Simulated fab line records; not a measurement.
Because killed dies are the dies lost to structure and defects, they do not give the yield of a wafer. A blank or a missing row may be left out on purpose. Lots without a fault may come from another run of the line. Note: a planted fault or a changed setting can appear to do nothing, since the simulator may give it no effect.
Chamber matching ; flow berkeleyCmos170 ; rieDiel-04 running UCB170_CONTACT_ETCH_18: 4 sister chambers
The step etches PSG in CHF3/CF4/Ar, stops on TiSi2, target depth 840 nm, time 195 s. 14 wafers are shown with their chamber, then 6 later ones without.

== EACH WAFER AND ITS CHAMBER ==
wafer;chamber;drypumpMotorCurrentA (A);throttleValvePct (%);oesProductAu (a.u.)
L972.2;1;5.5;6.89;0.902
L972.3;2;6.2;7.11;0.906
L972.6;2;6.2;7.10;0.909
L973.1;3;5.5;7.00;0.916
L973.2;1;5.4;6.89;0.883
L973.4;0;5.9;7.11;0.886
L976.3;3;5.5;6.99;0.920
L976.4;2;6.2;7.08;0.901
L976.6;2;6.2;7.10;0.900
L979.3;0;5.8;7.11;0.886
L979.4;0;5.8;7.10;0.887
L979.5;1;5.5;6.90;0.891
L983.2;2;6.2;7.08;0.880
L983.4;1;5.5;6.90;0.878

SIGNATURES, as means of the wafers listed above
reading;chamber 0;chamber 1;chamber 2;chamber 3;scatter within a chamber
drypumpMotorCurrentA;5.833;5.475;6.200;5.500;0.0376
throttleValvePct;7.1067;6.8950;7.0940;6.9950;0.00968
oesProductAu;0.88633;0.88850;0.89920;0.91800;0.00923
Rule: for each reading, subtract the chamber's mean from the wafer's reading, divide by that reading's scatter and square the result; add these up over the readings and take the root, which gives the wafer's distance from the chamber. The wafer belongs to the nearest chamber; if the next one is less than 2 further off, it can't be placed. The scatter: take each reading less its chamber's mean, square it, sum over the shown wafers, divide by the number of wafers less the number of chambers, and take the root.

== WAFERS WHOSE CHAMBER IS MISSING ==
wafer;drypumpMotorCurrentA (A);throttleValvePct (%);oesProductAu (a.u.)
L983.5;5.5;6.88;0.873
L985.1;6.2;7.08;0.891
L985.4;5.5;7.00;0.921
L985.5;5.9;7.12;0.878
L993.1;5.4;6.88;0.900
L993.4;5.5;7.03;0.922

== WHICH CHAMBER EACH ONE RAN IN ==
wafer;from the rows above;in truth
L983.5;1;1
L985.1;2;2
L985.4;3;3
L985.5;0;0
L993.1;1;1
L993.4;3;3
6 of 6 placed correctly. Can't be placed from these rows: 0. Wrongly placed: 0.
